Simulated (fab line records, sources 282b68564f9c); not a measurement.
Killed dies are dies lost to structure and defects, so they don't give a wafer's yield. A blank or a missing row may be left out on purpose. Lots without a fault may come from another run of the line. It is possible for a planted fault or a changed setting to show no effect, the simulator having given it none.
What tool caused it? :: flow rit_cmos :: Sampling: 14 lots, 42 wafers, 2 of 202 route steps

## WHAT THE GAUGES READ, wafer by wafer
RIT_REOX_THK_MEAS_04. Usual: REOX_OXIDE_THK typically reads 25.3 nm, with standard deviation 0.47.
lot: L433
measured: day 2 20:51
on: film_metro-04
REOX_OXIDE_THK (nm): 25.1 25.3 24.8
flag: 

lot: L434
measured: day 3 02:55
on: film_metro-04
REOX_OXIDE_THK (nm): 24.2 24.5 24.5
flag: 

lot: L435
measured: day 3 07:15
on: film_metro-04
REOX_OXIDE_THK (nm): 25.6 25.3 25.4
flag: 

lot: L436
measured: day 3 11:01
on: film_metro-02
REOX_OXIDE_THK (nm): 24.3 24.8 24.4
flag: 

lot: L437
measured: day 3 17:47
on: film_metro-02
REOX_OXIDE_THK (nm): 25.3 25.5 25.9
flag: 

lot: L438
measured: day 3 22:05
on: film_metro-01
REOX_OXIDE_THK (nm): 25.0 25.4 25.2
flag: 

lot: L439
measured: day 4 02:37
on: film_metro-04
REOX_OXIDE_THK (nm): 25.8 25.8 25.8
flag: 

lot: L444
measured: day 5 01:22
on: film_metro-01
REOX_OXIDE_THK (nm): 30.6 30.7 31.1
flag: OFF

lot: L445
measured: day 5 05:57
on: film_metro-04
REOX_OXIDE_THK (nm): 30.4 30.8 30.8
flag: OFF

lot: L446
measured: day 5 15:05
on: film_metro-04
REOX_OXIDE_THK (nm): 24.5 24.5 24.8
flag: 

lot: L450
measured: day 6 10:23
on: film_metro-01
REOX_OXIDE_THK (nm): 25.0 24.9 25.4
flag: 

lot: L451
measured: day 6 12:29
on: film_metro-04
REOX_OXIDE_THK (nm): 25.6 25.8 25.8
flag: 

lot: L453
measured: day 6 21:59
on: film_metro-02
REOX_OXIDE_THK (nm): 25.8 25.9 25.9
flag: 

lot: L456
measured: day 7 15:57
on: film_metro-01
REOX_OXIDE_THK (nm): 24.8 25.2 24.9
flag: 

## EACH LOT AND THE TOOL THAT RAN IT (in order: tool; ch and the chambers of the sampled wafers; start)
lot: L433
RIT_REOX_OXIDATION_03: furnace-04 ch 0, day 2 18:18

lot: L434
RIT_REOX_OXIDATION_03: furnace-04 ch 0, day 3 00:22

lot: L435
RIT_REOX_OXIDATION_03: furnace-03 ch 0, day 3 04:40

lot: L436
RIT_REOX_OXIDATION_03: furnace-01 ch 0, day 3 08:28

lot: L437
RIT_REOX_OXIDATION_03: furnace-04 ch 0, day 3 15:13

lot: L438
RIT_REOX_OXIDATION_03: furnace-04 ch 0, day 3 19:32

lot: L439
RIT_REOX_OXIDATION_03: furnace-04 ch 0, day 4 00:03

lot: L444
RIT_REOX_OXIDATION_03: furnace-04 ch 0, day 4 22:49

lot: L445
RIT_REOX_OXIDATION_03: furnace-04 ch 0, day 5 03:24

lot: L446
RIT_REOX_OXIDATION_03: furnace-01 ch 0, day 5 12:32

lot: L450
RIT_REOX_OXIDATION_03: furnace-01 ch 0, day 6 07:49

lot: L451
RIT_REOX_OXIDATION_03: furnace-03 ch 0, day 6 09:55

lot: L453
RIT_REOX_OXIDATION_03: furnace-03 ch 0, day 6 19:26

lot: L456
RIT_REOX_OXIDATION_03: furnace-01 ch 0, day 7 13:23
- RIT_REOX_OXIDATION_03: target thk 25.2 nm, ox time 5580 s.

## WHAT THE TOOLS THEMSELVES READ (means of the sampled wafers that have a number; where no wafer has one, the mark that the record gives instead)
RIT_REOX_OXIDATION_03. Usual: spike_tc_centre_C 902.4 C, standard deviation 1.1; spike_tc_load_C 924 C, standard deviation 3.8; spike_tc_source_C 922 C, standard deviation 3; tube_center_temp_C 900 C, standard deviation 0.087; tube_center_temp_C_max 902.2, standard deviation 0.37; zone_power_load_pct 28 %, standard deviation 3.8.
lot: L433
tool: furnace-04
spike_tc_centre_C (C): 903.5
spike_tc_load_C (C): 921
spike_tc_source_C (C): 922
tube_center_temp_C (C): 900
tube_center_temp_C_max: 902.2
zone_power_load_pct (%): 32
flag: 

lot: L434
tool: furnace-04
spike_tc_centre_C (C): 902.6
spike_tc_load_C (C): 922
spike_tc_source_C (C): 921
tube_center_temp_C (C): 900
tube_center_temp_C_max: 902.2
zone_power_load_pct (%): 31
flag: 

lot: L435
tool: furnace-03
spike_tc_centre_C (C): 902.4
spike_tc_load_C (C): 931
spike_tc_source_C (C): 927
tube_center_temp_C (C): 900
tube_center_temp_C_max: 902.4
zone_power_load_pct (%): 24
flag: 

lot: L436
tool: furnace-01
spike_tc_centre_C (C): 903.2
spike_tc_load_C (C): 925
spike_tc_source_C (C): 918
tube_center_temp_C (C): 900
tube_center_temp_C_max: 902.3
zone_power_load_pct (%): 23
flag: 

lot: L437
tool: furnace-04
spike_tc_centre_C (C): 901.8
spike_tc_load_C (C): 922
spike_tc_source_C (C): 921
tube_center_temp_C (C): 900
tube_center_temp_C_max: 902.2
zone_power_load_pct (%): 31
flag: 

lot: L438
tool: furnace-04
spike_tc_centre_C (C): 901.7
spike_tc_load_C (C): 921
spike_tc_source_C (C): 921
tube_center_temp_C (C): 900
tube_center_temp_C_max: 902.6
zone_power_load_pct (%): 31
flag: 

lot: L439
tool: furnace-04
spike_tc_centre_C (C): 901.7
spike_tc_load_C (C): 920
spike_tc_source_C (C): 921
tube_center_temp_C (C): 900
tube_center_temp_C_max: 902.1
zone_power_load_pct (%): 32
flag: 

lot: L444
tool: furnace-04
spike_tc_centre_C (C): 922.2
spike_tc_load_C (C): 942
spike_tc_source_C (C): 942
tube_center_temp_C (C): 920
tube_center_temp_C_max: 922.3
zone_power_load_pct (%): 33
flag: OFF

lot: L445
tool: furnace-04
spike_tc_centre_C (C): 921.8
spike_tc_load_C (C): 942
spike_tc_source_C (C): 942
tube_center_temp_C (C): 920
tube_center_temp_C_max: 922.3
zone_power_load_pct (%): 33
flag: OFF

lot: L446
tool: furnace-01
spike_tc_centre_C (C): 903.0
spike_tc_load_C (C): 924
spike_tc_source_C (C): 919
tube_center_temp_C (C): 900
tube_center_temp_C_max: 902.1
zone_power_load_pct (%): 24
flag: 

lot: L450
tool: furnace-01
spike_tc_centre_C (C): 902.9
spike_tc_load_C (C): 925
spike_tc_source_C (C): 918
tube_center_temp_C (C): 900
tube_center_temp_C_max: 902.1
zone_power_load_pct (%): 24
flag: 

lot: L451
tool: furnace-03
spike_tc_centre_C (C): 903.3
spike_tc_load_C (C): 930
spike_tc_source_C (C): 926
tube_center_temp_C (C): 900
tube_center_temp_C_max: 902.3
zone_power_load_pct (%): 24
flag: 

lot: L453
tool: furnace-03
spike_tc_centre_C (C): 903.6
spike_tc_load_C (C): 931
spike_tc_source_C (C): 926
tube_center_temp_C (C): 900
tube_center_temp_C_max: 902.1
zone_power_load_pct (%): 24
flag: 

lot: L456
tool: furnace-01
spike_tc_centre_C (C): 902.6
spike_tc_load_C (C): 926
spike_tc_source_C (C): 917
tube_center_temp_C (C): 900
tube_center_temp_C_max: 902.3
zone_power_load_pct (%): 24
flag: 

## THE ANSWER, worked out from the rows above alone
Rule: lot off if the mean of its wafers having a number is beyond 3 standard deviations from the usual mean. A lot without any number at a reading at which 4 lots or more have one is off too. Any other lot the step has rows for is counted as sound. Order of review: gauges by route order, followed by the tools' own readings, for which a lot's mean as printed above is used. At the first step where some lot is off, the reading lying furthest off is the one used; lots without a number count as furthest.
Off: L444, L445, seen at RIT_REOX_THK_MEAS_04 (REOX_OXIDE_THK).
A tool fits if, at a process step before that reading, it ran every lot that is off, and no sound lot after the first of them. Not tried: the gauges at RIT_REOX_THK_MEAS_04; whatever is off there is also off at RIT_REOX_OXIDATION_03, on other tools, and gauge error can't account for it. One fits: furnace-04 at RIT_REOX_OXIDATION_03. A fault onset in the window from L439 (day 4 00:03, its last sound lot) to L444 (day 4 22:49, its first lot off) fits.
The tool's own readings at RIT_REOX_OXIDATION_03 bear it out: on the lots that are off they differ by more than 5 times the standard deviation of the sound lots' means. spike_tc_centre_C reads 922.0 C there against 902.7 C on the sound lots; spike_tc_source_C reads 942 C there against 921 C on the sound lots; tube_center_temp_C reads 920 C there against 900 C on the sound lots; tube_center_temp_C_max reads 922.3 there against 902.2 on the sound lots.

## WHAT THE SIMULATOR PUT IN
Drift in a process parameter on furnace-04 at RIT_REOX_OXIDATION_03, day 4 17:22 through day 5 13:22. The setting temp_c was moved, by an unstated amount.
Shown lots that were struck: L444, L445. The rule above reached the same finding.
